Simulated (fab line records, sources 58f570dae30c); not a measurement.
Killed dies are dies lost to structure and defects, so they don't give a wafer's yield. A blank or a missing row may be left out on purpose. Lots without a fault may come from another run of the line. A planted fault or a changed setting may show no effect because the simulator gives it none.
Which tool did it? | flow berkeley_cmos170 | 14 lots, 42 wafers sampled, at 3 steps of a route of 331

WHAT THE GAUGES READ, wafer by wafer
UCB170_SILICIDE_THK_MEAS_03: measures by xrf.
lot  | measured     | on            | SILICIDE_TI_THK (nm)
L703 | day 6 20:12  | film_metro-04 | 29.7 30.0 29.5
L704 | day 6 17:23  | film_metro-04 | 29.9 30.2 29.7
L705 | day 6 20:26  | film_metro-04 | 30.4 30.4 30.3
L706 | day 6 20:19  | film_metro-03 | 30.1 30.4 30.8
L707 | day 7 02:03  | film_metro-03 | 29.6 30.2 29.6
L708 | day 7 09:41  | film_metro-04 | 29.8 29.7 29.5
L709 | day 7 09:47  | film_metro-01 | 29.3 29.8 29.6
L710 | day 8 00:01  | film_metro-04 | 29.9 30.9 30.0
L711 | day 7 22:36  | film_metro-04 | 31.0 30.3 31.0
L713 | day 8 07:18  | film_metro-04 | 29.6 29.8 29.5
L714 | day 8 17:11  | film_metro-04 | 30.0 29.5 29.7
L716 | day 9 05:58  | film_metro-04 | 30.1 30.9 30.8
L724 | day 11 00:26 | film_metro-04 | 30.0 29.9 29.7
L726 | day 11 11:40 | film_metro-04 | 29.5 29.7 29.9

UCB170_M3_BOW_MEAS_20.
lot  | measured     | on            | M3_BOW (um)
L703 | day 7 18:37  | film_metro-02 | 31 39 32
L704 | day 7 17:50  | film_metro-03 | 38 31 42
L705 | day 7 19:25  | film_metro-02 | 42 37 34
L706 | day 7 17:59  | film_metro-02 | 35 30 30
L707 | day 8 00:55  | film_metro-02 | 40 18 37
L708 | day 8 07:05  | film_metro-03 | 42 29 28
L709 | day 8 07:16  | film_metro-02 | 30 36 48
L710 | day 9 03:02  | film_metro-01 | 41 25 35
L711 | day 8 23:08  | film_metro-01 | 44 47 35
L713 | day 9 06:58  | film_metro-01 | 33 47 38
L714 | day 9 20:40  | film_metro-01 | 39 36 38
L716 | day 10 01:14 | film_metro-02 | 28 40 42
L724 | day 11 22:46 | film_metro-02 | 32 54 35
L726 | day 12 08:28 | film_metro-03 | 33 32 20

WHICH TOOL RAN EACH LOT (tool, then ch and the chambers of the sampled wafers, then the start)
lot  | UCB170_ZERO_ETCH_06
L703 | rie_diel-02 ch 0,1,2, day 1 17:02
L704 | rie_diel-03 ch 0,2, day 1 22:37
L705 | rie_diel-03 ch 1,2, day 2 04:35
L706 | rie_diel-01 ch 1,2, day 2 06:33
L707 | rie_diel-01 ch 0,1, day 2 12:28
L708 | rie_diel-02 ch 0,1,3, day 2 18:03
L709 | rie_diel-01 ch 0,2, day 2 22:19
L710 | rie_diel-01 ch 1,3, day 3 04:46
L711 | rie_diel-03 ch 2,3, day 3 08:44
L713 | rie_diel-03 ch 0,2,3, day 3 19:44
L714 | rie_diel-01 ch 1,2,3, day 4 03:40
L716 | rie_diel-03 ch 0,3, day 4 10:27
L724 | rie_diel-02 ch 1,2,3, day 6 04:47
L726 | rie_diel-02 ch 1,2,3, day 6 13:50
- UCB170_ZERO_ETCH_06: etches SiO2 in CHF3/CF4/Ar, time 12 s.

WHAT THE TOOLS THEMSELVES READ (means of the sampled wafers that have a number; where no wafer has one, the mark that the record gives instead)
UCB170_ZERO_ETCH_06.
lot  | tool        | CHF3_flow_sccm (sccm) | drypump_motor_current_A (A) | oes_product_au (a.u.) | rf_fwd_power_W (W) | throttle_valve_pct (%)
L703 | rie_diel-02 | 50.11                 | 6.1                         | 0.627                 | 488.8              | 9.20
L704 | rie_diel-03 | 49.95                 | 5.7                         | 0.608                 | 489.4              | 9.23
L705 | rie_diel-03 | 50.04                 | 5.7                         | 0.616                 | 487.9              | 9.22
L706 | rie_diel-01 | 50.06                 | 6.2                         | 0.605                 | 493.0              | 9.32
L707 | rie_diel-01 | 50.08                 | 5.7                         | 0.611                 | 489.9              | 9.23
L708 | rie_diel-02 | 49.74                 | 5.7                         | 0.613                 | 491.3              | 9.21
L709 | rie_diel-01 | 49.92                 | 6.1                         | 0.601                 | 491.6              | 9.33
L710 | rie_diel-01 | 50.15                 | 5.3                         | 0.626                 | 489.7              | 9.25
L711 | rie_diel-03 | 50.08                 | 6.0                         | 0.623                 | 488.7              | 9.14
L713 | rie_diel-03 | 49.97                 | 5.9                         | 0.614                 | 408.4              | 9.20
L714 | rie_diel-01 | 49.98                 | 5.7                         | 0.616                 | 492.7              | 9.29
L716 | rie_diel-03 | 49.89                 | 5.8                         | 0.606                 | 408.8              | 9.18
L724 | rie_diel-02 | 50.03                 | 5.9                         | 0.627                 | 491.2              | 9.22
L726 | rie_diel-02 | 50.04                 | 5.9                         | 0.622                 | 490.5              | 9.23

THE ANSWER, worked out from the rows above alone
Rule: what is usual is taken from the lots themselves. Put in order of their means at a reading, lots are off if they are a third of the lots or fewer, leave a main group of 4 or more, and stand apart from it by a gap of 3 or more times the standard deviation of the main group's means; of several such gaps the widest counts. A main group whose means are all the same, to the digits that the tables above print for the reading, isn't used. A lot without any number at a reading at which 4 lots or more have one is off too. The other lots that the step has rows for count as sound. The gauges are gone through in route order, then the tools' own readings, and for those a lot's mean is taken as printed above. The first step at which some lot is off is used, and at that step the reading that is off furthest; a lot without a number counts as furthest.
Off: L713, L716, at UCB170_ZERO_ETCH_06 (rf_fwd_power_W). The main group: mean 490.4 W, standard deviation 1.5.
A tool fits if, at that step or a process step before it, it ran every lot that is off, and no sound lot after the first of them. One fits: rie_diel-03 at UCB170_ZERO_ETCH_06. Its last sound lot is L711 (day 3 08:44), its first lot that is off L713 (day 3 19:44): a fault that began between those two fits.
The tool's own readings at UCB170_ZERO_ETCH_06 bear it out: on the lots that are off they differ by more than 5 times the standard deviation of the sound lots' means. rf_fwd_power_W reads 408.6 W there against 490.4 W on the sound lots.

WHAT THE SIMULATOR HAD PUT IN
Process parameter drift: rie_diel-03, from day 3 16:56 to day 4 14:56, at UCB170_ZERO_ETCH_06. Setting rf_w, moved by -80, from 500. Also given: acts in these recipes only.
Lots struck among those shown: L713, L716. The rule above found the same.
